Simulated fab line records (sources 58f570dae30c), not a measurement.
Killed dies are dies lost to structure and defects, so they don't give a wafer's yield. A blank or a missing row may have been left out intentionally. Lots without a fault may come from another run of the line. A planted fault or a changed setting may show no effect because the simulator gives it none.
A lot that was struck, set against a sound lot	flow berkeleyCmos170	14 steps out of a route of 331
Sound: wafers L773.2, L773.3, L773.6. Wafers L777.3, L777.5, L777.6 were the ones struck. Last of all comes the cause.
For every step that has rows: the tool of each side, followed by ch and its chambers, followed by its first start. Under that, the readings that differ: sound wafers	struck wafers	difference of the means	sigmas: that difference in standard deviations of wafers without a fault.
alike: a reading whose means differ by less than 2 such deviations, as well as words and numbers matching on both sides. not compared: withheld readings; readings where some wafer has no value; bounds like >300 that might hide an equal value; numbers whose values overlap and for which the record gives no deviation.
The two part at a step that has a row with sigmas, a row that says differs or no value, or rows on one side only. Non-overlapping numbers with no deviation appear without sigmas and do not part them. Lack of a reading on every wafer of one side parts them only where that side has two or more wafers.

UCB170_M2_STRIP_19: strips in O2.
  sound on plasmaAsher-03 ch 0,1, day 9 11:31; struck on plasmaAsher-02 ch 0,1, day 10 20:40
  alike: drypumpMotorCurrentA, oesProductAu
  not compared: rfHoursCounterH
UCB170_M2_CD_MEAS_90: target cd 700 nm.
  sound on cdSem-01, day 9 11:38; struck on cdSem-01, day 10 20:46
  alike: cdNm
UCB170_V2_CVD_00: deposits SiO2 from TEOS/O2, target thk 2000 nm, time 250 s.
  sound on pecvd-02 ch 0,1, day 9 11:44; struck on pecvd-02 ch 1,2, day 10 20:51
  alike: heaterPowerW
UCB170_V2_THK_MEAS_01:
  sound on filmMetro-02, day 9 11:54; struck on filmMetro-01, day 10 21:01
  alike: V2_TEOS_THK
UCB170_V2_CMP_02: polishes SiO2.
  sound on cmp-01 ch 0,1,2, day 9 12:03; struck on cmp-01 ch 1,2,3, day 10 21:10
  alike: motorCurrentA
UCB170_V2_BOW_MEAS_03:
  sound on filmMetro-03, day 9 12:16; struck on filmMetro-02, day 10 21:24
  alike: V2_BOW
UCB170_V2_THK_MEAS_04:
  sound on filmMetro-03, day 9 12:23; struck on filmMetro-02, day 10 21:30
  alike: V2_POLISHED_THK
then, 5 steps without rows for these wafers: UCB170_V2_CLEAN_05 (cleans in DIW); UCB170_V2_HMDS_06 (prime time 60 s); UCB170_V2_COAT_07 (resist thk 900 nm); UCB170_V2_SOFTBAKE_08 (time 60 s); UCB170_V2_EXPOSE_09 (exposes mask VIA2, target cd 700 nm).
UCB170_V2_PEB_10:
  struck on lithoTrack-03, day 10 22:56; sound on lithoTrack-03 ch 0, day 9 13:31
  no value came back on the struck wafers for chillPlateTempC (C), exhaustPa (Pa); on the sound wafers chillPlateTempC (C) reads 22.98 23.07 22.98
then, 1 step without rows for these wafers: UCB170_V2_DEVELOP_11 (develop time 45 s).

## WHERE THEY PART
Within this record, at UCB170_V2_PEB_10 only.

WHY: what had been put in by the simulator
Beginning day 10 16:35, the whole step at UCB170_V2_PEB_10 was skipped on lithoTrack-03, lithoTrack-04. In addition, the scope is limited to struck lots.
